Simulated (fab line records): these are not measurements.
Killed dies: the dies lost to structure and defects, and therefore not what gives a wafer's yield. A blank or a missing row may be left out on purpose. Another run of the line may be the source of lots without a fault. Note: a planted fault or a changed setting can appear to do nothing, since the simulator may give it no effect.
What tool caused it? + flow berkeley_cmos170 + 45 wafers from 15 lots sampled at 3 of the route's 331 steps

## WHAT THE GAUGES SHOWED, per wafer
UCB170_M2_RS_MEAS_02: the measuring method here is four-point-probe.
| lot  | measured     | on            | M2_AL_RS (ohm/sq)    |
|------|--------------|---------------|----------------------|
| L539 | day 7 14:55  | film_metro-01 | 0.0326 0.0327 0.0327 |
| L542 | day 7 22:14  | film_metro-01 | 0.0325 0.0324 0.0321 |
| L544 | day 8 08:32  | film_metro-04 | 0.0157 0.0158 0.0161 |
| L543 | day 8 08:35  | film_metro-04 | 0.0322 0.0315 0.0319 |
| L545 | day 8 16:46  | film_metro-02 | 0.0162 0.0162 0.0162 |
| L546 | day 8 16:22  | film_metro-04 | 0.0326 0.0319 0.0315 |
| L547 | day 9 09:52  | film_metro-02 | 0.0160 0.0159 0.0159 |
| L556 | day 11 00:49 | film_metro-04 | 0.0327 0.0329 0.0317 |
| L554 | day 11 10:40 | film_metro-02 | 0.0316 0.0318 0.0318 |
| L559 | day 11 10:41 | film_metro-01 | 0.0326 0.0328 0.0318 |
| L557 | day 11 10:59 | film_metro-04 | 0.0314 0.0322 0.0315 |
| L558 | day 11 11:11 | film_metro-02 | 0.0313 0.0317 0.0313 |
| L560 | day 11 11:17 | film_metro-01 | 0.0315 0.0311 0.0319 |
| L561 | day 11 11:28 | film_metro-04 | 0.0319 0.0320 0.0314 |
| L562 | day 11 23:43 | film_metro-04 | 0.0327 0.0317 0.0318 |

UCB170_M2_THK_MEAS_03: measures by xrf.
| lot  | measured     | on            | M2_AL_THK (nm) |
|------|--------------|---------------|----------------|
| L539 | day 7 15:01  | film_metro-01 | 885 886 882    |
| L542 | day 7 22:22  | film_metro-01 | 892 891 898    |
| L544 | day 8 08:43  | film_metro-04 | 1834 1830 1801 |
| L543 | day 8 08:42  | film_metro-04 | 903 916 905    |
| L545 | day 8 16:52  | film_metro-02 | 1772 1769 1774 |
| L546 | day 8 16:28  | film_metro-04 | 893 912 921    |
| L547 | day 9 09:59  | film_metro-02 | 1788 1809 1799 |
| L556 | day 11 00:56 | film_metro-04 | 887 885 919    |
| L554 | day 11 10:46 | film_metro-02 | 913 909 907    |
| L559 | day 11 10:49 | film_metro-01 | 896 883 914    |
| L557 | day 11 11:04 | film_metro-04 | 920 903 917    |
| L558 | day 11 11:19 | film_metro-02 | 918 908 923    |
| L560 | day 11 11:23 | film_metro-01 | 923 935 917    |
| L561 | day 11 11:35 | film_metro-04 | 913 912 929    |
| L562 | day 11 23:50 | film_metro-04 | 885 915 917    |

## WHICH TOOL RAN EACH LOT (tool, then ch and the chambers of the sampled wafers, then the start)
| lot  | UCB170_M2_SPUTTER_01         |
|------|------------------------------|
| L539 | pvd_sputter-02, day 7 14:48  |
| L542 | pvd_sputter-02, day 7 22:10  |
| L544 | pvd_sputter-03, day 8 08:11  |
| L543 | pvd_sputter-04, day 8 08:29  |
| L545 | pvd_sputter-04, day 8 16:15  |
| L546 | pvd_sputter-02, day 8 16:15  |
| L547 | pvd_sputter-03, day 9 09:32  |
| L556 | pvd_sputter-02, day 11 00:44 |
| L554 | pvd_sputter-03, day 11 10:33 |
| L559 | pvd_sputter-02, day 11 10:36 |
| L557 | pvd_sputter-04, day 11 10:50 |
| L558 | pvd_sputter-03, day 11 11:06 |
| L560 | pvd_sputter-02, day 11 11:10 |
| L561 | pvd_sputter-04, day 11 11:22 |
| L562 | pvd_sputter-04, day 11 23:38 |
- UCB170_M2_SPUTTER_01: material Al, target thk 900 nm, time 120 s.

## AS READ BY THE TOOLS THEMSELVES (means over the sampled wafers that have a number; for cases with no such wafer, the mark the record gives instead)
UCB170_M2_SPUTTER_01.
| lot  | tool           | throttle_valve_pct (%) |
|------|----------------|------------------------|
| L539 | pvd_sputter-02 | 30.4                   |
| L542 | pvd_sputter-02 | 30.4                   |
| L544 | pvd_sputter-03 | 30.1                   |
| L543 | pvd_sputter-04 | 30.9                   |
| L545 | pvd_sputter-04 | 31.2                   |
| L546 | pvd_sputter-02 | 30.1                   |
| L547 | pvd_sputter-03 | 30.3                   |
| L556 | pvd_sputter-02 | 29.9                   |
| L554 | pvd_sputter-03 | 30.5                   |
| L559 | pvd_sputter-02 | 30.3                   |
| L557 | pvd_sputter-04 | 31.3                   |
| L558 | pvd_sputter-03 | 30.6                   |
| L560 | pvd_sputter-02 | 30.1                   |
| L561 | pvd_sputter-04 | 30.9                   |
| L562 | pvd_sputter-04 | 31.0                   |

## THE ANSWER, worked out from the rows above alone
Rule: what is usual is taken from the lots themselves. Put in order of their means at a reading, lots are off if they are a third of the lots or fewer, leave a main group of 4 or more, and stand apart from it by a gap of 3 or more times the standard deviation of the main group's means; of several such gaps the widest counts. The tables above print the reading to a certain number of digits; a main group whose means all agree to those digits is not used. A lot without any number at a reading at which 4 lots or more have one is off too. Any other lot the step has rows for is counted as sound. Order of review: gauges by route order, followed by the tools' own readings, for which a lot's mean as printed above is used. At the first step where some lot is off, the reading lying furthest off is the one used; lots without a number count as furthest.
Off: L544, L545, L547, seen at UCB170_M2_RS_MEAS_02 (M2_AL_RS). Main group: mean 0.0320 ohm/sq, sd 0.00038.
A tool fits if, at a process step before that reading, it ran every lot that is off, and no sound lot after the first of them. Gauges at UCB170_M2_RS_MEAS_02: tried the same way as those tools. None of those tried fits.

## WHAT WAS PUT IN BY THE SIMULATOR
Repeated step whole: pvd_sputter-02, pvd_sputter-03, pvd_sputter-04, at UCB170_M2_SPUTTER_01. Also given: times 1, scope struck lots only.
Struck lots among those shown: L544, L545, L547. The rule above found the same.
